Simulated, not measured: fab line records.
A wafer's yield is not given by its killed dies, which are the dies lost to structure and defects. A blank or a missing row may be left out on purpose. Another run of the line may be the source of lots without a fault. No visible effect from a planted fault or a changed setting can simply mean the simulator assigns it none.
Which tool is to blame?    flow rit-cmos    15 lots with 45 wafers sampled at 2 steps, on a route of 202 steps

== WHAT THE GAUGES READ, wafer by wafer ==
RIT_PSD_OVL_MEAS_06. Usual: PSD_OVL typically reads -0.5 nm, with standard deviation 1.4.
lot   measured     on          PSD_OVL (nm)       flag
L249  day 3 02:47  overlay-01  -2.5 -2.4 -1.3     
L250  day 3 12:29  overlay-02  -2.5 -1.7 -0.9     
L251  day 3 15:03  overlay-01  -2.1 -2.0 -1.7     
L252  day 3 18:30  overlay-02  0.2 0.9 -1.2       
L253  day 4 01:58  overlay-01  -0.6 -2.1 -1.2     
L254  day 4 11:17  overlay-02  2.5 -0.8 0.6       
L255  day 4 13:27  overlay-02  -0.2 -1.0 0.0      
L256  day 4 16:16  overlay-02  1.5 2.2 1.9        
L257  day 4 23:52  overlay-02  0.2 0.1 1.7        
L260  day 5 14:52  overlay-01  0.7 -0.5 -1.3      
L261  day 6 00:14  overlay-02  0.0 -0.2 -3.6      
L262  day 6 07:40  overlay-02  130.4 131.7 129.8  OFF
L265  day 7 12:40  overlay-02  0.3 0.4 -0.6       
L267  day 8 03:03  overlay-01  129.8 128.2 129.0  OFF
L268  day 8 03:11  overlay-02  130.2 130.3 130.3  OFF

== TOOL THAT RAN EACH LOT (tool first, then ch and the chambers of the sampled wafers, then the start) ==
lot   RIT_PSD_EXPOSE_03
L249  iline-stepper-01 ch 0, day 3 02:23
L250  iline-stepper-01 ch 0, day 3 12:07
L251  iline-stepper-01 ch 0, day 3 14:39
L252  iline-stepper-01 ch 0, day 3 17:53
L253  iline-stepper-01 ch 0, day 4 01:34
L254  iline-stepper-01 ch 0, day 4 10:53
L255  iline-stepper-01 ch 0, day 4 13:05
L256  iline-stepper-02 ch 0, day 4 15:52
L257  iline-stepper-01 ch 0, day 4 23:29
L260  iline-stepper-02 ch 0, day 5 14:28
L261  iline-stepper-02 ch 0, day 5 23:50
L262  iline-stepper-01 ch 0, day 6 07:16
L265  iline-stepper-02 ch 0, day 7 12:14
L267  iline-stepper-01 ch 0, day 8 02:33
L268  iline-stepper-01 ch 0, day 8 02:41
- RIT_PSD_EXPOSE_03: exposes mask M10, target cd 40900 nm.

== WHAT THE TOOLS THEMSELVES READ (means of the sampled wafers that have a number; where no wafer has one, the mark that the record gives instead) ==
RIT_PSD_EXPOSE_03. Usual: focus-offset-nm at 0.1 nm, with a standard deviation of 0.49.
lot   tool              focus-offset-nm (nm)  flag
L249  iline-stepper-01  -0.8                  
L250  iline-stepper-01  -0.3                  
L251  iline-stepper-01  0.2                   
L252  iline-stepper-01  -0.1                  
L253  iline-stepper-01  0.3                   
L254  iline-stepper-01  0.1                   
L255  iline-stepper-01  -0.2                  
L256  iline-stepper-02  -0.2                  
L257  iline-stepper-01  0.4                   
L260  iline-stepper-02  0.3                   
L261  iline-stepper-02  0.1                   
L262  iline-stepper-01  -0.1                  
L265  iline-stepper-02  0.5                   
L267  iline-stepper-01  -0.4                  
L268  iline-stepper-01  0.2                   

== THE ANSWER, worked out from the rows above alone ==
Rule: a lot is off if the mean of its wafers that have a number lies more than 3 standard deviations from the usual mean. A lot without any number at a reading at which 4 lots or more have one is off too. Any other lot the step has rows for is counted as sound. Order of review: gauges by route order, followed by the tools' own readings, for which a lot's mean as printed above is used. The first step at which some lot is off is used, and at that step the reading that is off furthest; a lot without a number counts as furthest.
Off: L262, L267, L268, seen at RIT_PSD_OVL_MEAS_06 (PSD_OVL).
If a tool, at a process step before that reading, ran all the lots that are off and no sound lot after the first of them, it fits. Those tools and the gauges at RIT_PSD_OVL_MEAS_06 are tried in the same way. One fits: RIT_PSD_EXPOSE_03 on iline-stepper-01. A fault onset in the window from L257 (day 4 23:29, its last sound lot) to L262 (day 6 07:16, its first lot off) fits.

== WHAT HAD BEEN PUT IN BY THE SIMULATOR ==
Scanner matching overlay: iline-stepper-01, from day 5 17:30 on, at RIT_PSD_EXPOSE_03. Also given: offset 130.
Shown lots that were struck: L262, L267, L268. The rule above found the same.
